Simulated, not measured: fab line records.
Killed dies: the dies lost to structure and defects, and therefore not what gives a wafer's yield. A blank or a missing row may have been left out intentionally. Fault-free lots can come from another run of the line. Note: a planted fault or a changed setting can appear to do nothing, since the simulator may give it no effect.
Which of the tools did it? | flow berkeley_cmos170 | 42 wafers from 14 lots sampled at 4 of the route's 331 steps

== WHAT THE GAUGES READ, wafer by wafer ==
UCB170_FIELD_THK_MEAS_02. Usual: FIELD_OXIDE_THK gives 566 nm (standard deviation 11).
lot  | measured     | on            | FIELD_OXIDE_THK (nm) | flag
L682 | day 5 05:18  | film_metro-01 | 557 569 567          |
L683 | day 5 11:08  | film_metro-02 | 584 579 582          |
L684 | day 5 16:40  | film_metro-03 | 565 559 570          |
L685 | day 5 16:38  | film_metro-01 | 559 545 560          |
L686 | day 6 00:58  | film_metro-03 | 563 568 559          |
L687 | day 6 11:58  | film_metro-03 | 584 583 573          |
L688 | day 6 12:01  | film_metro-03 | 555 556 558          |
L691 | day 6 23:43  | film_metro-03 | 352 358 359          | OFF
L692 | day 7 05:19  | film_metro-03 | 349 362 363          | OFF
L698 | day 9 09:52  | film_metro-03 | 566 579 575          |
L699 | day 9 09:51  | film_metro-01 | 559 581 571          |
L700 | day 9 09:52  | film_metro-02 | 585 583 572          |
L704 | day 10 08:53 | film_metro-01 | 562 557 558          |
L705 | day 10 20:23 | film_metro-01 | 546 558 546          |

UCB170_FIELD_THK_MEAS_90. Usual: FIELD_OXIDE_LEFT_1_THK gives 449 nm (standard deviation 11).
lot  | measured     | on            | FIELD_OXIDE_LEFT_1_THK (nm) | flag
L682 | day 5 12:35  | film_metro-01 | 439 450 449                 |
L683 | day 5 23:29  | film_metro-03 | 467 462 465                 |
L684 | day 6 02:54  | film_metro-02 | 449 443 454                 |
L685 | day 6 02:52  | film_metro-01 | 444 430 444                 |
L686 | day 6 11:36  | film_metro-02 | 445 451 442                 |
L687 | day 6 22:34  | film_metro-01 | 468 467 458                 |
L688 | day 6 22:30  | film_metro-02 | 437 438 441                 |
L691 | day 7 11:59  | film_metro-01 | 237 243 244                 | OFF
L692 | day 7 11:59  | film_metro-02 | 232 246 248                 | OFF
L698 | day 9 20:18  | film_metro-01 | 449 461 458                 |
L699 | day 9 20:17  | film_metro-03 | 442 465 454                 |
L700 | day 9 20:18  | film_metro-02 | 466 466 455                 |
L704 | day 10 21:23 | film_metro-03 | 445 440 440                 |
L705 | day 11 04:53 | film_metro-01 | 431 442 430                 |

UCB170_FIELD_THK_MEAS_91. Usual: FIELD_OXIDE_LEFT_2_THK gives 361 nm (standard deviation 11).
lot  | measured     | on            | FIELD_OXIDE_LEFT_2_THK (nm) | flag
L682 | day 6 13:49  | film_metro-01 | 351 363 361                 |
L683 | day 6 23:32  | film_metro-01 | 379 373 377                 |
L684 | day 6 23:41  | film_metro-01 | 361 355 366                 |
L685 | day 6 23:42  | film_metro-02 | 355 342 356                 |
L686 | day 7 09:37  | film_metro-02 | 357 362 354                 |
L687 | day 8 05:35  | film_metro-02 | 381 379 370                 |
L688 | day 8 05:14  | film_metro-01 | 350 350 353                 |
L691 | day 8 21:56  | film_metro-02 | 149 155 156                 | OFF
L692 | day 8 21:37  | film_metro-01 | 145 158 160                 | OFF
L698 | day 11 00:52 | film_metro-02 | 361 373 370                 |
L699 | day 11 00:16 | film_metro-03 | 354 376 366                 |
L700 | day 11 00:35 | film_metro-02 | 378 378 367                 |
L704 | day 11 21:28 | film_metro-01 | 356 352 353                 |
L705 | day 12 04:53 | film_metro-01 | 342 353 342                 |

== WHICH TOOL RAN EACH LOT (tool, then ch and the chambers of the sampled wafers, then the start) ==
lot  | UCB170_FIELD_OXIDATION_01
L682 | furnace-02 ch 0, day 5 02:17
L683 | furnace-02 ch 0, day 5 08:08
L684 | furnace-04 ch 0, day 5 13:37
L685 | furnace-04 ch 0, day 5 13:37
L686 | furnace-01 ch 0, day 5 21:58
L687 | furnace-04 ch 0, day 6 08:57
L688 | furnace-04 ch 0, day 6 08:57
L691 | furnace-04 ch 0, day 6 20:43
L692 | furnace-04 ch 0, day 7 02:19
L698 | furnace-01 ch 0, day 9 06:50
L699 | furnace-01 ch 0, day 9 06:50
L700 | furnace-01 ch 0, day 9 06:50
L704 | furnace-04 ch 0, day 10 05:53
L705 | furnace-02 ch 0, day 10 17:23
- UCB170_FIELD_OXIDATION_01: target thk 558.3 nm, ox time 7200 s.

== WHAT THE TOOLS THEMSELVES READ (means of the sampled wafers that have a number; where no wafer has one, the mark that the record gives instead) ==
The record holds no such reading with a usual standard deviation.

== THE ANSWER, worked out from the rows above alone ==
Rule: a lot counts as off when the mean over its wafers that have a number is more than 3 standard deviations away from the usual mean. Also off: a lot with no number at a reading for which 4 or more lots have one. All remaining lots with rows at the step are treated as sound. After the gauges, taken in route order, come the tools' own readings; for these a lot's mean is taken, as printed above. The first step at which some lot is off is used, and at that step the reading that is off furthest; a lot without a number counts as furthest.
Off: L691, L692, at UCB170_FIELD_THK_MEAS_02 (FIELD_OXIDE_THK).
If a tool, at a process step before that reading, ran all the lots that are off and no sound lot after the first of them, it fits. Not tried: the gauges at UCB170_FIELD_THK_MEAS_02; whatever is off there is also off at UCB170_FIELD_THK_MEAS_90, on other tools, and gauge error can't account for it. Not one of the candidates tried fits.

== WHAT WAS PUT IN BY THE SIMULATOR ==
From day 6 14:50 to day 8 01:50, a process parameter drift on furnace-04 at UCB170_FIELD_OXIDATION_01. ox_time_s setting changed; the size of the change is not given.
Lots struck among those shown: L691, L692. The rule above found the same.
